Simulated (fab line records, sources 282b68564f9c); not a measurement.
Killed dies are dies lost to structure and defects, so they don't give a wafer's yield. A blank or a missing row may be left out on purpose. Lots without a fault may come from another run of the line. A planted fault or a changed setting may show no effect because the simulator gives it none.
Which tool did it? | flow rit_cmos | 15 lots, 45 wafers sampled, at 2 steps of a route of 202

WHAT THE GAUGES READ, wafer by wafer
The record holds no reading of a measuring or inspecting step that can be judged against a usual standard deviation.

WHICH TOOL RAN EACH LOT (tool, then ch and the chambers of the sampled wafers, then the start)
lot  | RIT_CONTACT_CLEAN_13           | RIT_M1_PROBE_99
L317 | wet_bench-02 ch 3, day 3 04:35 | prober-02, day 3 09:01
L319 | wet_bench-02 ch 1, day 3 17:33 | prober-02, day 4 01:31
L321 | wet_bench-02 ch 2, day 4 00:37 | prober-01, day 4 05:07
L322 | wet_bench-01 ch 2, day 4 10:22 | prober-02, day 4 14:44
L323 | wet_bench-02 ch 0, day 4 11:46 | prober-01, day 4 16:18
L324 | wet_bench-02 ch 1, day 4 15:49 | prober-02, day 4 20:22
L326 | wet_bench-01 ch 1, day 5 00:38 | prober-02, day 5 10:37
L331 | wet_bench-03 ch 1, day 6 08:03 | prober-01, day 6 12:25
L333 | wet_bench-03 ch 1, day 6 15:23 | prober-01, day 6 20:12
L334 | wet_bench-02 ch 3, day 6 21:44 | prober-02, day 7 04:20
L335 | wet_bench-01 ch 0, day 7 01:33 | prober-01, day 7 06:02
L336 | wet_bench-02 ch 1, day 7 06:08 | prober-02, day 7 11:38
L337 | wet_bench-02 ch 0, day 7 12:11 | prober-01, day 7 16:47
L338 | wet_bench-01 ch 3, day 7 15:39 | prober-02, day 7 20:20
L340 | wet_bench-03 ch 0, day 8 02:38 | prober-02, day 8 07:38
- RIT_CONTACT_CLEAN_13: cleans in SC1, time 600 s.
- RIT_M1_PROBE_99

WHAT THE TOOLS THEMSELVES READ (means of the sampled wafers that have a number; where no wafer has one, the mark that the record gives instead)
RIT_CONTACT_CLEAN_13.
lot  | tool         | run_length_s (s)
L317 | wet_bench-02 | 627
L319 | wet_bench-02 | 626
L321 | wet_bench-02 | 721
L322 | wet_bench-01 | 625
L323 | wet_bench-02 | 722
L324 | wet_bench-02 | 730
L326 | wet_bench-01 | 626
L331 | wet_bench-03 | 623
L333 | wet_bench-03 | 624
L334 | wet_bench-02 | 625
L335 | wet_bench-01 | 635
L336 | wet_bench-02 | 626
L337 | wet_bench-02 | 627
L338 | wet_bench-01 | 625
L340 | wet_bench-03 | 629

RIT_M1_PROBE_99.
lot  | tool      | killed_at_contacts | killed_at_front_end | killed_dies | killed_open | killed_short
L317 | prober-02 | 0.0                | 5                   | 5           | 3.3         | 2.0
L319 | prober-02 | 0.0                | 8                   | 8           | 3.0         | 5.0
L321 | prober-01 | 0.0                | 6                   | 6           | 2.3         | 3.3
L322 | prober-02 | 0.0                | 8                   | 8           | 3.3         | 5.0
L323 | prober-01 | 0.0                | 7                   | 7           | 5.3         | 2.0
L324 | prober-02 | 0.0                | 8                   | 8           | 2.7         | 5.7
L326 | prober-02 | 0.3                | 11                  | 11          | 5.7         | 5.7
L331 | prober-01 | 0.0                | 4                   | 4           | 3.3         | 1.0
L333 | prober-01 | 0.0                | 4                   | 4           | 3.0         | 1.3
L334 | prober-02 | 0.0                | 5                   | 5           | 3.0         | 2.3
L335 | prober-01 | 0.0                | 5                   | 5           | 2.7         | 2.7
L336 | prober-02 | 0.0                | 5                   | 5           | 1.3         | 3.3
L337 | prober-01 | 0.3                | 7                   | 7           | 3.3         | 3.7
L338 | prober-02 | 0.0                | 6                   | 6           | 2.3         | 3.7
L340 | prober-02 | 0.0                | 6                   | 6           | 2.0         | 4.0

THE ANSWER, worked out from the rows above alone
Rule: what is usual is taken from the lots themselves. Put in order of their means at a reading, lots are off if they are a third of the lots or fewer, leave a main group of 4 or more, and stand apart from it by a gap of 3 or more times the standard deviation of the main group's means; of several such gaps the widest counts. A main group whose means are all the same, to the digits that the tables above print for the reading, isn't used. A lot without any number at a reading at which 4 lots or more have one is off too. The other lots that the step has rows for count as sound. The gauges are gone through in route order, then the tools' own readings, and for those a lot's mean is taken as printed above. The first step at which some lot is off is used, and at that step the reading that is off furthest; a lot without a number counts as furthest.
Off: L321, L323, L324, at RIT_CONTACT_CLEAN_13 (run_length_s). The main group: mean 626 s, standard deviation 3.
A tool fits if, at that step or a process step before it, it ran every lot that is off, and no sound lot after the first of them. None of those tried fits.

WHAT THE SIMULATOR HAD PUT IN
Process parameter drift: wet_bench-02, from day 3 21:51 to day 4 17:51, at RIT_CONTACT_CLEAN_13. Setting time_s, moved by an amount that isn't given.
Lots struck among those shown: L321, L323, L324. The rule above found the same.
